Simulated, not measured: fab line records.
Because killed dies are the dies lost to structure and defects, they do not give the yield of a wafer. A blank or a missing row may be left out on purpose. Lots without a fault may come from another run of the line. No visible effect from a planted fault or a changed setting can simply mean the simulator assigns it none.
Split-lot trial || flow rit-cmos || 18 wafers read from 5 lots, route of 202 steps

THE SPLIT
At RIT_M1_COAT_04 (resist thk 1300 nm), the setting resist-thk-nm was moved away from the recipe's 1300 nm on 3 of the 18 wafers read, by +3.1% to +3.9%. For the rest of the wafers, this setting stayed at what the recipe calls for.

FROM THE SPLIT TO THE READING: what the file shows between them, 2 steps
- RIT_M1_SOFTBAKE_05: time 60 s
- RIT_M1_EXPOSE_06: exposes mask M12, target cd 2600 nm

THE READING
NOVOLAK_of_M1_COAT_04.thk-nm (the simulator's own value, which no gauge read), in nm, at RIT_M1_HARDBAKE_11 (time 120 s). The file does not state a usual value for it. Average 1137 nm, standard deviation 2.9 nm, over the 15 wafers here run with the recipe.

{"wafer": "L074.2", "tool, chamber at the split": "litho-track-03, 0", "resist-thk-nm as run, nm": 1300, "against the recipe": "recipe", "NOVOLAK_of_M1_COAT_04.thk-nm, nm": 1138, "against lot-mates on the recipe": "-"}
{"wafer": "L074.5", "tool, chamber at the split": "litho-track-03, 0", "resist-thk-nm as run, nm": 1300, "against the recipe": "recipe", "NOVOLAK_of_M1_COAT_04.thk-nm, nm": 1136, "against lot-mates on the recipe": "-"}
{"wafer": "L074.6", "tool, chamber at the split": "litho-track-03, 0", "resist-thk-nm as run, nm": 1300, "against the recipe": "recipe", "NOVOLAK_of_M1_COAT_04.thk-nm, nm": 1145, "against lot-mates on the recipe": "-"}
{"wafer": "L077.2", "tool, chamber at the split": "litho-track-03, 0", "resist-thk-nm as run, nm": 1300, "against the recipe": "recipe", "NOVOLAK_of_M1_COAT_04.thk-nm, nm": 1138, "against lot-mates on the recipe": "-"}
{"wafer": "L077.5", "tool, chamber at the split": "litho-track-03, 0", "resist-thk-nm as run, nm": 1300, "against the recipe": "recipe", "NOVOLAK_of_M1_COAT_04.thk-nm, nm": 1139, "against lot-mates on the recipe": "-"}
{"wafer": "L078.1", "tool, chamber at the split": "litho-track-01, 0", "resist-thk-nm as run, nm": 1300, "against the recipe": "recipe", "NOVOLAK_of_M1_COAT_04.thk-nm, nm": 1135, "against lot-mates on the recipe": "-"}
{"wafer": "L078.2", "tool, chamber at the split": "litho-track-01, 0", "resist-thk-nm as run, nm": 1300, "against the recipe": "recipe", "NOVOLAK_of_M1_COAT_04.thk-nm, nm": 1137, "against lot-mates on the recipe": "-"}
{"wafer": "L078.3", "tool, chamber at the split": "litho-track-01, 0", "resist-thk-nm as run, nm": 1300, "against the recipe": "recipe", "NOVOLAK_of_M1_COAT_04.thk-nm, nm": 1133, "against lot-mates on the recipe": "-"}
{"wafer": "L078.4", "tool, chamber at the split": "litho-track-01, 0", "resist-thk-nm as run, nm": 1300, "against the recipe": "recipe", "NOVOLAK_of_M1_COAT_04.thk-nm, nm": 1133, "against lot-mates on the recipe": "-"}
{"wafer": "L078.6", "tool, chamber at the split": "litho-track-01, 0", "resist-thk-nm as run, nm": 1300, "against the recipe": "recipe", "NOVOLAK_of_M1_COAT_04.thk-nm, nm": 1134, "against lot-mates on the recipe": "-"}
{"wafer": "L081.3", "tool, chamber at the split": "litho-track-02, 0", "resist-thk-nm as run, nm": 1300, "against the recipe": "recipe", "NOVOLAK_of_M1_COAT_04.thk-nm, nm": 1136, "against lot-mates on the recipe": "-"}
{"wafer": "L081.4", "tool, chamber at the split": "litho-track-02, 0", "resist-thk-nm as run, nm": 1340, "against the recipe": "+3.1%", "NOVOLAK_of_M1_COAT_04.thk-nm, nm": 1174, "against lot-mates on the recipe": "+37"}
{"wafer": "L081.5", "tool, chamber at the split": "litho-track-02, 0", "resist-thk-nm as run, nm": 1300, "against the recipe": "recipe", "NOVOLAK_of_M1_COAT_04.thk-nm, nm": 1138, "against lot-mates on the recipe": "-"}
{"wafer": "L084.2", "tool, chamber at the split": "litho-track-03, 0", "resist-thk-nm as run, nm": 1300, "against the recipe": "recipe", "NOVOLAK_of_M1_COAT_04.thk-nm, nm": 1137, "against lot-mates on the recipe": "-"}
{"wafer": "L084.3", "tool, chamber at the split": "litho-track-03, 0", "resist-thk-nm as run, nm": 1300, "against the recipe": "recipe", "NOVOLAK_of_M1_COAT_04.thk-nm, nm": 1137, "against lot-mates on the recipe": "-"}
{"wafer": "L084.4", "tool, chamber at the split": "litho-track-03, 0", "resist-thk-nm as run, nm": 1351, "against the recipe": "+3.9%", "NOVOLAK_of_M1_COAT_04.thk-nm, nm": 1182, "against lot-mates on the recipe": "+44"}
{"wafer": "L084.5", "tool, chamber at the split": "litho-track-03, 0", "resist-thk-nm as run, nm": 1300, "against the recipe": "recipe", "NOVOLAK_of_M1_COAT_04.thk-nm, nm": 1140, "against lot-mates on the recipe": "-"}
{"wafer": "L084.6", "tool, chamber at the split": "litho-track-03, 0", "resist-thk-nm as run, nm": 1351, "against the recipe": "+3.9%", "NOVOLAK_of_M1_COAT_04.thk-nm, nm": 1178, "against lot-mates on the recipe": "+40"}

FIT RESULTS
A straight line over all 18 wafers: NOVOLAK_of_M1_COAT_04.thk-nm changes by +11.2 nm for each +1% of resist-thk-nm; r = +0.98; the points scatter about the line by 3 nm.
The same after taking each lot's own level away (the mean of its wafers on the recipe; 18 wafers): +11 nm for each +1%; r = +0.99; scatter 2.3 nm.
The reading moves by 43 nm for the largest change in resist-thk-nm, on that fit.
Measured against the standard deviation above, the lots' own levels, which go from 1134.4 to 1139.7 nm, span 1.8 times it.
The two slopes agree, so the slope changes little with the lot-to-lot level.
Check: with one of the wafers moved furthest among these (+3.9%) left out of the fit, the line predicts +42.7 nm for it against its lot-mates. It came out at +44 nm against them.

THESE WAFERS: OTHER SPLITS
Other splits were also applied to these wafers ahead of the reading. Each is held against what the fit with the lots' levels taken away leaves over:
{"other split on the same wafers": "RIT_PSD_IMPLANT_08 energy-kev", "wafers away from the commonest value": 6, "r with NOVOLAK_of_M1_COAT_04.thk-nm (lot level and that fit taken away)": "+0.19"}
{"other split on the same wafers": "RIT_SILICIDE_SPUTTER_01 chamber-pressure-pa", "wafers away from the commonest value": 10, "r with NOVOLAK_of_M1_COAT_04.thk-nm (lot level and that fit taken away)": "+0.18"}
{"other split on the same wafers": "RIT_M1_SPUTTER_00 power-w", "wafers away from the commonest value": 0, "r with NOVOLAK_of_M1_COAT_04.thk-nm (lot level and that fit taken away)": "-"}

THE WHOLE CHAIN: every reading that the file lists as answering this split, in the file's order
{"step": "RIT_M1_COAT_04", "what it does": "resist thk 1300 nm", "reading": "NOVOLAK_of_M1_COAT_04.thk-nm (the simulator's own value, which no gauge read)", "change (the file's fit)": "+12.9 nm for each +1% of the setting", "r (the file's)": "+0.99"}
{"step": "RIT_M1_HARDBAKE_11", "what it does": "time 120 s", "reading": "NOVOLAK_of_M1_COAT_04.thk-nm (the simulator's own value, which no gauge read)", "change (the file's fit)": "+11.1 nm for each +1% of the setting", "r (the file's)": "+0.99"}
{"step": "RIT_M1_METAL_ETCH_12", "what it does": "etches Al in Cl2/BCl3, stops on SiO2, time 165 s, target depth 600 nm", "reading": "NOVOLAK_of_M1_COAT_04.thk-nm (the simulator's own value, which no gauge read)", "change (the file's fit)": "+11.2 nm for each +1% of the setting, in a fit together with rf-w@M1_METAL_ETCH_12", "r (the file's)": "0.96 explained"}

THE FILE'S OWN FIT
NOVOLAK_of_M1_COAT_04.thk-nm changes by +11.1 nm for each +1% of resist-thk-nm, r = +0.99.
